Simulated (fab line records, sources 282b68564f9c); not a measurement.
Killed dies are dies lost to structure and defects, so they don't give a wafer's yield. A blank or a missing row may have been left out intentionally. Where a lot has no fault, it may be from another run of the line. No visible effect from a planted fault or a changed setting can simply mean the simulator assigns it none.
Split-lot trial | flow rit cmos | 5 lots, 23 wafers read, on a route of 202 steps

## ABOUT THE SPLIT
At RIT_NRETRO_COAT_01 (resist thk 1300 nm), the setting spin rpm was moved away from the recipe's 2000 rpm on 7 of the 23 wafers read, by -4.9% to +5.8%. For the rest of the wafers, this setting stayed at what the recipe calls for.

## FROM THE SPLIT TO THE READING: what the file shows between them, 3 steps
- RIT_NRETRO_SOFTBAKE_02: time 60 s
- RIT_NRETRO_EXPOSE_03: exposes mask M4, target cd 43900 nm
- RIT_NRETRO_DEVELOP_05: develop time 68 s

## THE READING
NOVOLAK_of_NRETRO_COAT_01.thk nm (the simulator's own value, which no gauge read), in nm, at RIT_NRETRO_HARDBAKE_07 (time 120 s). The file gives no usual value for it. Across the 16 wafers here that went through the recipe, the average is 1138 nm and the standard deviation 2.8 nm.

wafer  | tool, chamber at the split | spin rpm as run, rpm | against the recipe | NOVOLAK_of_NRETRO_COAT_01.thk nm, nm | against lot-mates on the recipe
L074.1 | litho track-01, 0          | 1901                 | -4.9%              | 1166                                 | +26
L074.5 | litho track-01, 0          | 1901                 | -4.9%              | 1166                                 | +26
L074.2 | litho track-01, 0          | 2000                 | recipe             | 1142                                 | -
L074.3 | litho track-01, 0          | 1901                 | -4.9%              | 1167                                 | +26
L074.4 | litho track-01, 0          | 2000                 | recipe             | 1139                                 | -
L078.1 | litho track-02, 0          | 2000                 | recipe             | 1137                                 | -
L078.3 | litho track-02, 0          | 2000                 | recipe             | 1139                                 | -
L078.6 | litho track-02, 0          | 2000                 | recipe             | 1139                                 | -
L078.4 | litho track-02, 0          | 2000                 | recipe             | 1136                                 | -
L078.5 | litho track-02, 0          | 2000                 | recipe             | 1138                                 | -
L079.1 | litho track-01, 0          | 2117                 | +5.8%              | 1105                                 | -32
L079.2 | litho track-01, 0          | 2117                 | +5.8%              | 1104                                 | -33
L079.4 | litho track-01, 0          | 2000                 | recipe             | 1138                                 | -
L079.5 | litho track-01, 0          | 2000                 | recipe             | 1138                                 | -
L079.6 | litho track-01, 0          | 2000                 | recipe             | 1136                                 | -
L083.1 | litho track-01, 0          | 2000                 | recipe             | 1142                                 | -
L083.2 | litho track-01, 0          | 2000                 | recipe             | 1144                                 | -
L083.3 | litho track-01, 0          | 2047                 | +2.4%              | 1129                                 | -13
L083.4 | litho track-01, 0          | 2047                 | +2.4%              | 1131                                 | -11
L083.5 | litho track-01, 0          | 2000                 | recipe             | 1140                                 | -
L084.2 | litho track-03, 0          | 2000                 | recipe             | 1136                                 | -
L084.4 | litho track-03, 0          | 2000                 | recipe             | 1132                                 | -
L084.6 | litho track-03, 0          | 2000                 | recipe             | 1138                                 | -

THE FIT
A straight line over all 23 wafers: NOVOLAK_of_NRETRO_COAT_01.thk nm changes by -5.56 nm for each +1% of spin rpm; r = -0.98; the points scatter about the line by 2.8 nm.
The same after taking each lot's own level away (the mean of its wafers on the recipe; 23 wafers): -5.39 nm for each +1%; r = -0.99; scatter 1.5 nm.
According to that fit, moving spin rpm by its largest amount changes the reading by 32 nm.
From 1135.3 to 1142.0 nm: that is the span of the lots' own levels, equal to 2.4 times the standard deviation above.
The two slopes agree, so the slope changes little with the lot-to-lot level.
Check: for one of the wafers moved furthest among these (+5.8%), held out of the fit, the line's prediction against its lot-mates is -31.4 nm. Against them it came out at -32.3 nm.

## OTHER SPLITS ON THESE WAFERS
Note: prior to the reading, these wafers also went through further splits. Each is held against what the fit with the lots' levels taken away leaves over:
other split on the same wafers       | wafers away from the commonest value | r with NOVOLAK_of_NRETRO_COAT_01.thk nm (lot level and that fit taken away)
RIT_ACTIVE_CVD_03 time s             | 5                                    | +0.15
RIT_ACTIVE_DEVELOP_10 develop time s | 10                                   | -0.17
RIT_FOX1_OXIDATION_00 temp c         | 18                                   | -0.05
RIT_NWELL_IMPLANT_08 dose cm2        | 8                                    | +0.13
RIT_PWELL_COAT_01 resist thk nm      | 4                                    | +0.12
RIT_PWELL_HARDBAKE_07 temp c         | 4                                    | -0.35

## THE WHOLE CHAIN: every reading that the file lists as answering this split, in the file's order
step                   | what it does       | reading                                                                           | change (the file's fit)              | r (the file's)
RIT_NRETRO_COAT_01     | resist thk 1300 nm | NOVOLAK_of_NRETRO_COAT_01.thk nm (the simulator's own value, which no gauge read) | -6.24 nm for each +1% of the setting | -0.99
RIT_NRETRO_HARDBAKE_07 | time 120 s         | NOVOLAK_of_NRETRO_COAT_01.thk nm (the simulator's own value, which no gauge read) | -5.38 nm for each +1% of the setting | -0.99

## THE FILE'S OWN FIT
NOVOLAK_of_NRETRO_COAT_01.thk nm changes by -5.38 nm for each +1% of spin rpm, r = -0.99.
